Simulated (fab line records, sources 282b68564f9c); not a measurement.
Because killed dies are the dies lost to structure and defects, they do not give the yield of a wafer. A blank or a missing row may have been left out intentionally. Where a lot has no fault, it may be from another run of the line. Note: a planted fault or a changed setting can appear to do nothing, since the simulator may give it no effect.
fab line records    flow rit-cmos
[record] lots = 14  wafers = 42  last-day = 8
route steps=202 shown ACTIVE@2
lots untouched by any fault: they come from a run of this same line in which no faults occurred
start-h: the number of hours between the record's first day and the start of the first shown wafer of the lot    wait-h: hours since the lot's step before    " same as the row above    L1.1+2: several wafers, shown together as one row    - value missing, or start not given    * or withheld: withheld    < > ~ a bound
route shown NAME@n: names a module that has steps shown in the file, with the first one's number in the route    usual: average and standard deviation across the fault-free wafers    same: alike in all rows    chamber/n: place in a boat    sites: each site's reading    _std_site: standard deviation across them    _edge_site: outer sites' mean less inner sites'    radius-mm: for every site, how far away it sits from the centre of the wafer    mask NAME#n: copy n    behind: the tool/chamber that last shaped the wafer    hold: the reason the lot was held/the length of the hold in hours/how it ended    device: names the non-switching transistor (n, p or np)    end of line: tests run on the same wafers once the route is complete    where a step has no rows: the recipe by itself    killed: the dies lost at the first sort to structure and to defects; this is not the yield of the wafer    map: shows each die of a wafer: x if killed, . if not, _ if none is there
set.NAME: the setting the step ran with; set.NAME@STEP: the setting that earlier step ran with    model.NAME: the simulator's own value behind a step, which no gauge read
one table for each step of the route and one row for each wafer, over a sample of lots
services: a tool's chamber out of use, with start hour (start-h, from the record's first day; less than 0 if before it), hours out, and reason
[[steps]]
[step RIT_ACTIVE_OXIDATION_01]
[recipe] temp-c = 1000  ambient = O2  target-thk-a = 468  ox-time-s = 3360
[usual] spike-tc-centre-C = 1001.9/1.2  spike-tc-load-C = 1027.6/1.6  tube-center-temp-C = 1000/0.087  tube_center_temp_C_max = 1002.5/0.38
lot.wafer  tool        chamber  start-h  wait-h  spike-tc-centre-C  spike-tc-load-C  tube-center-temp-C  tube_center_temp_C_max
L265.1     furnace-04  0        10.12    0.1     1001.7             1025.9           999.9               1002.3
L265.5     "           0        "        "       1003.0             1025.4           999.8               1002.5
L265.6     "           0        "        "       1002.8             1024.2           1000.1              1002.2
L266.1     furnace-03  0        15.44    0.4     1003.9             1028.7           999.99              1002.5
L266.3     "           0        "        "       1001.5             1030.1           999.85              1002.1
L266.5     "           0        "        "       1002.8             1029.6           1000                1002.9
L267.2     furnace-03  0        20.12    0.1     1001.4             1028.4           1000.2              1002.3
L267.3     "           0        "        "       1001.7             1029.3           1000.2              1002.4
L267.6     "           0        "        "       1004.7             1027.7           999.96              1002.5
L269.2     furnace-03  0        31.10    1.1     1001.5             1029.5           999.98              1002.4
L269.5     "           0        "        "       1000.2             1029.2           1000.1              1002.3
L269.6     "           0        "        "       1002.9             1028.7           1000.2              1003.1
L271.3     furnace-01  0        40.90    0.8     1001.6             1028.8           1000.1              1002.3
L271.4     "           0        "        "       999.3              1028.3           999.93              1002.2
L271.6     "           0        "        "       1000.8             1026.0           999.93              1002.5
L272.1     furnace-04  0        46.96    1.9     999.7              1023.9           1000.1              1003.1
L272.2     "           0        "        "       1002.5             1023.9           999.99              1002.4
L272.3     "           0        "        "       1000.3             1024.9           999.91              1002.4
L274.2     furnace-01  0        56.70    1.7     1002.6             1027.5           999.99              1002.0
L274.3     "           0        "        "       1001.1             1027.6           1000.1              1002.4
L274.5     "           0        "        "       1000.3             1028.7           1000.1              1002.6
L275.2     furnace-01  0        61.27    1.2     1001.0             1028.8           1000.1              1003.4
L275.4     "           0        "        "       1001.5             1027.1           999.95              1003.0
L275.5     "           0        "        "       1001.5             1027.7           1000.1              1002.9
L277.1     furnace-03  0        72.06    2.0     1003.9             1028.9           999.84              1002.4
L277.2     "           0        "        "       1003.8             1030.1           1000                1002.2
L277.4     "           0        "        "       1002.5             1029.3           1000.1              1002.5
L281.2     furnace-01  0        93.59    3.6     1001.8             1029.1           1000                1003.0
L281.5     "           0        "        "       1000.8             1029.0           999.98              1001.7
L281.6     "           0        "        "       1001.1             1027.7           1000                1002.3
L284.2     furnace-04  0        105.68   0.6     1001.4             1025.9           999.99              1003.0
L284.4     "           0        "        "       1000.9             1025.1           1000.1              1002.8
L284.5     "           0        "        "       1000.6             1024.4           999.94              1003.1
L285.1     furnace-01  0        113.42   3.4     1017.9             1044.3           1015.1              1017.2
L285.3     "           0        "        "       1015.0             1044.6           1015                1017.4
L285.5     "           0        "        "       1016.7             1043.6           1015.1              1017.8
L286.1     furnace-01  0        115.35   0.3     1016.9             1042.5           1015.2              1018.0
L286.3     "           0        "        "       1017.6             1043.6           1015                1018.0
L286.4     "           0        "        "       1018.3             1043.9           1014.9              1017.9
L288.3     furnace-03  0        130.90   5.8     1002.7             1028.2           1000                1002.7
L288.4     "           0        "        "       1004.0             1028.8           1000                1002.5
L288.5     "           0        "        "       1001.5             1028.3           1000                1002.1
[step RIT_ACTIVE_THK_MEAS_02]
[recipe] reads = SiO2_of_ACTIVE_OXIDATION_01
[usual] ACTIVE_OXIDE_THK = 47.1/0.86
lot.wafer  tool           chamber  start-h  wait-h  ACTIVE_OXIDE_THK[nm]
L265.1     film-metro-01  -        12.05    0.0     47.3
L265.5     "              -        "        "       46.3
L265.6     "              -        "        "       47.2
L266.1     film-metro-03  -        17.37    0.0     47.9
L266.3     "              -        "        "       48.2
L266.5     "              -        "        "       48.2
L267.2     film-metro-02  -        22.06    0.0     46.9
L267.3     "              -        "        "       47.1
L267.6     "              -        "        "       47.3
L269.2     film-metro-02  -        33.04    0.0     46.8
L269.5     "              -        "        "       47.4
L269.6     "              -        "        "       46.9
L271.3     film-metro-01  -        42.85    0.0     47.4
L271.4     "              -        "        "       47.5
L271.6     "              -        "        "       47.6
L272.1     film-metro-01  -        48.89    0.0     47.2
L272.2     "              -        "        "       46.7
L272.3     "              -        "        "       47.7
L274.2     film-metro-03  -        58.65    0.0     47.8
L274.3     "              -        "        "       47.5
L274.5     "              -        "        "       48.0
L275.2     film-metro-03  -        63.22    0.0     46.9
L275.4     "              -        "        "       47.6
L275.5     "              -        "        "       47.4
L277.1     film-metro-01  -        73.99    0.0     47.5
L277.2     "              -        "        "       46.9
L277.4     "              -        "        "       47.1
L281.2     film-metro-03  -        95.53    0.0     48.0
L281.5     "              -        "        "       47.2
L281.6     "              -        "        "       47.4
L284.2     film-metro-03  -        107.62   0.0     46.8
L284.4     "              -        "        "       47.0
L284.5     "              -        "        "       47.4
L285.1     film-metro-03  -        115.35   0.0     54.4
L285.3     "              -        "        "       53.6
L285.5     "              -        "        "       53.8
L286.1     film-metro-02  -        117.28   0.0     53.3
L286.3     "              -        "        "       53.2
L286.4     "              -        "        "       52.9
L288.3     film-metro-03  -        132.86   0.0     46.6
L288.4     "              -        "        "       47.0
L288.5     "              -        "        "       46.7
[[services]]
tool        chamber  start-h  hours  kind
furnace-03  -        43.47    3.1    pm
furnace-04  -        108.93   75.3   pm
furnace-01  -        126.73   3.7    pm
[[key]]
[first-sign] step = RIT_ACTIVE_OXIDATION_01  reading = tube-center-temp-C  direction = up  sigmas = 99+  usual = *  struck = *
[effect] step = RIT_ACTIVE_OXIDATION_01  reading = tube_center_temp_C_max  direction = up  sigmas = 40  usual = *  struck = *
[effect] step = RIT_ACTIVE_THK_MEAS_02  reading = ACTIVE_OXIDE_THK  direction = up  sigmas = 7.5  usual = 47.1  struck = 53.5
met-at RIT_ACTIVE_OXIDATION_01
struck-lots L285,L286
tester-left-out L285,L286
onset-between 93.59 113.42
[fault] kind = process-parameter-drift  tool = furnace-01  chamber = -  onset-h = 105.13  steps = RIT_ACTIVE_OXIDATION_01  channel = temp-c  offset = *  shape = step  end-h = 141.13  acts-in = *  stated = *
// tester-left-out: of these lots the tester's yield and bins aren't shown, on N5 and GAA mostly nor the transistor test; their killed dies are dies lost to structure and defects alone, not to doping, threshold or leakage, so they don't give the yield
